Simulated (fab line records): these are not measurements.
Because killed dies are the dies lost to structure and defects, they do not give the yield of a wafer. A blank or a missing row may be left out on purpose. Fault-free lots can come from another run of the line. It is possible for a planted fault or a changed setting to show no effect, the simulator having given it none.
Split-lot experiment ; flow berkeley-cmos170 ; 23 wafers read from 5 lots, route of 331 steps

ABOUT THE SPLIT
At UCB170_NVT_IMPLANT_07, the setting dose-cm2 was moved away from the recipe's 3e+12 on 7 of the 23 wafers read, by -6.9% to +6.3%. For the rest of the wafers, this setting stayed at what the recipe calls for.

THE PATH FROM SPLIT TO READING: the file shows 1 step between them
- UCB170_NVT_STRIP_08: strips in O2

THE READING
NVT_TW, at UCB170_NVT_TW_MEAS_09. Typical for fault-free wafers on this fab line: 523, with standard deviation 4.1.

wafer;tool, chamber at the split;dose-cm2 as run;against the recipe;NVT_TW;against lot-mates on the recipe
L075.3;implanter-03, 0;3e+12;recipe;529;-
L075.4;implanter-03, 0;3e+12;recipe;528;-
L075.6;implanter-03, 0;3e+12;recipe;532;-
L074.1;implanter-01, 0;2.809e+12;-6.4%;511;-8
L074.2;implanter-01, 0;2.809e+12;-6.4%;509;-10
L074.3;implanter-01, 0;3e+12;recipe;522;-
L074.4;implanter-01, 0;3e+12;recipe;517;-
L074.5;implanter-01, 0;2.809e+12;-6.4%;509;-10
L080.1;implanter-01, 0;3.188e+12;+6.3%;532;+13
L080.3;implanter-01, 0;3e+12;recipe;520;-
L080.4;implanter-01, 0;3e+12;recipe;517;-
L080.5;implanter-01, 0;3e+12;recipe;520;-
L080.6;implanter-01, 0;3.188e+12;+6.3%;526;+7
L081.1;implanter-02, 0;3e+12;recipe;525;-
L081.2;implanter-02, 0;3e+12;recipe;527;-
L081.3;implanter-02, 0;3e+12;recipe;524;-
L081.4;implanter-02, 0;3e+12;recipe;529;-
L081.6;implanter-02, 0;3e+12;recipe;529;-
L083.1;implanter-01, 0;3e+12;recipe;523;-
L083.2;implanter-01, 0;2.792e+12;-6.9%;509;-13
L083.4;implanter-01, 0;3e+12;recipe;520;-
L083.5;implanter-01, 0;3e+12;recipe;522;-
L083.6;implanter-01, 0;2.792e+12;-6.9%;512;-10

THE FIT
A straight line over all 23 wafers: NVT_TW changes by +1.69 for each +1% of dose-cm2; r = +0.81; the points scatter about the line by 4.5.
The same after taking each lot's own level away (the mean of its wafers on the recipe; 23 wafers): +1.58 for each +1%; r = +0.95; scatter 1.9.
That fit puts the effect of the largest move of dose-cm2 on the reading at 11.
The lots' own levels span 519.0 to 529.7, that is 2.6 times the standard deviation above.
Consequently the slope shifts little with the lot-to-lot level, the two slopes agreeing.
Check: for one of the wafers moved furthest among these (-6.9%), held out of the fit, the line's prediction against its lot-mates is -10.6. Against them it came out at -12.7.

ADDITIONAL SPLITS CARRIED BY THESE WAFERS
Other splits were also applied to these wafers ahead of the reading. Each is held against what the fit with the lots' levels taken away leaves over:
other split on the same wafers;wafers away from the commonest value;r with NVT_TW (lot level and that fit taken away)
UCB170_START_OXIDATION_02 temp-c;18;+0.03
UCB170_NWELL_OXIDATION_01 ox-time-s;15;+0.02
UCB170_NWELL_ETCH_13 time-s;8;-0.05
UCB170_WELLDRIVE_OXIDATION_01 temp-c;15;+0.03
UCB170_ACTIVE_COAT_08 resist-thk-nm;9;-0.08
UCB170_PFIELD_IMPLANT_07 dose-cm2;8;-0.05
UCB170_SCREENOX_OXIDATION_01 ox-time-s;18;+0.02

THE FILE'S OWN FIT
NVT_TW changes by +1.59 for each +1% of dose-cm2, r = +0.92.
